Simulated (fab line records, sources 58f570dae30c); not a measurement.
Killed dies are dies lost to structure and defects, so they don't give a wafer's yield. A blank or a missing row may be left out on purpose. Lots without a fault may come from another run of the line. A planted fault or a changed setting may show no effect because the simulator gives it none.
A struck lot beside a sound one | flow berkeley_cmos170 | 16 steps out of a route of 331
Sound: wafers L509.4, L509.5, L509.6. Struck: wafers L527.2, L527.4, L527.5. The cause comes at the end.
At each step with rows: each side's tool, then ch and its chambers, then its first start. Under that, the readings that differ: sound wafers | struck wafers | difference of the means | sigmas: that difference in standard deviations of wafers without a fault.
alike: readings whose means differ by less than 2 such deviations, and words and numbers that are the same on both sides. not compared: withheld readings, readings that some wafer has no value for, bounds like >300 that may hide the same value, and numbers for which the record gives no deviation and whose values overlap.
The two part at a step that has a row with sigmas, a row that says differs or no value, or rows on one side only. Numbers that don't overlap but have no deviation are shown without sigmas and don't part them. A reading that every wafer of one side lacks parts them only if that side has two wafers or more.

first, 1 step without rows for these wafers: UCB170_M3_SOFTBAKE_06 (time 60 s).
UCB170_M3_STRIP_07: strips in O2.
  sound on plasma_asher-03 ch 0,1, day 8 15:18; struck on plasma_asher-04 ch 0,1, day 13 10:05
  alike: drypump_motor_current_A, oes_product_au, strip_time_to_endpoint_s
  not compared: rf_hours_counter_h
then, 7 steps without rows for these wafers: UCB170_M3_STRIP_08 (strips KrF in DMSO, time 600 s); UCB170_M3_COAT_09; UCB170_M3_COAT_10 (resist thk 913 nm); UCB170_M3_SOFTBAKE_11 (time 60 s); UCB170_M3_EXPOSE_12 (exposes mask METAL3, target cd 700 nm); UCB170_M3_PEB_13; UCB170_M3_DEVELOP_14 (develop time 45 s).
UCB170_M3_CD_MEAS_15: target cd 700 nm.
  sound on cd_sem-01, day 8 16:28; struck on cd_sem-02, day 13 11:58
  alike: cd_nm
UCB170_M3_OVL_MEAS_16:
  sound on overlay-01, day 8 16:32; struck on overlay-02, day 13 12:04
  alike: M3_OVL
UCB170_M3_ETCH_17: etches BARC in N2/H2.
  sound on rie_diel-03 ch 1,2, day 8 16:33; struck on rie_diel-04 ch 1,2,3, day 13 12:06
  alike: bias_w, drypump_motor_current_A, oes_product_au, rf_fwd_power_W, throttle_valve_pct
UCB170_M3_METAL_ETCH_18: etches Al in Cl2/BCl3, stops on SiO2, target depth 1170 nm, time 195 s.
  sound on rie_metal-03 ch 0,1, day 8 16:40; struck on rie_metal-01 ch 1, day 13 12:08
  reading                             | sound             | struck            | difference | sigmas
  drypump_motor_current_A (A)         | 6.08 5.82 6.10    | 5.44 5.44 5.46    | -0.55      | -2
  oes_product_au (a.u.)               | 0.862 0.866 0.858 | 0.763 0.767 0.760 | -0.099     | -10
  model.M3.feature_depth_nm (nm)      | 974.4 975.7 978.2 | 729.7 725.9 724.5 | -249.4     |
  model.KrF_of_M3_COAT_10.thk_nm (nm) | 208.2 222.4 207.3 | 476.7 479.1 480.3 | +266.1     |
  model.etch.depth_nm (nm)            | 917 919.2 920.8   | 729.7 725.9 724.5 | -192.3     |
  alike: bias_w, he_backside_leak_sccm, rf_fwd_power_W, throttle_valve_pct
  not compared: rf_hours_counter_h
UCB170_M3_STRIP_19: strips in O2.
  sound on plasma_asher-04 ch 0,1, day 8 16:49; struck on plasma_asher-03 ch 0,1, day 13 12:20
  reading               | sound             | struck            | difference | sigmas
  oes_product_au (a.u.) | 0.537 0.556 0.543 | 0.720 0.714 0.727 | +0.175     | +12
  alike: drypump_motor_current_A
  not compared: rf_hours_counter_h
UCB170_M3_CD_MEAS_90: target cd 700 nm.
  sound on cd_sem-01, day 8 16:56; struck on cd_sem-02, day 13 12:27
  reading    | sound             | struck            | difference | sigmas
  cd_nm (nm) | 693.1 698.8 693.3 | 720.0 723.5 721.4 | +26.6      | +9
UCB170_M3_BOW_MEAS_20:
  sound on film_metro-01, day 8 17:04; struck on film_metro-04, day 13 12:34
  alike: M3_BOW

WHERE THEY PART
First at UCB170_M3_METAL_ETCH_18; last, within this record, at UCB170_M3_CD_MEAS_90. Later steps at which nothing parts them and some readings are alike: UCB170_M3_BOW_MEAS_20.

WHY: what the simulator had put in
Process parameter drift: rie_metal-01, from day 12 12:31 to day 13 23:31, at UCB170_M3_METAL_ETCH_18. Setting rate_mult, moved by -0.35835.
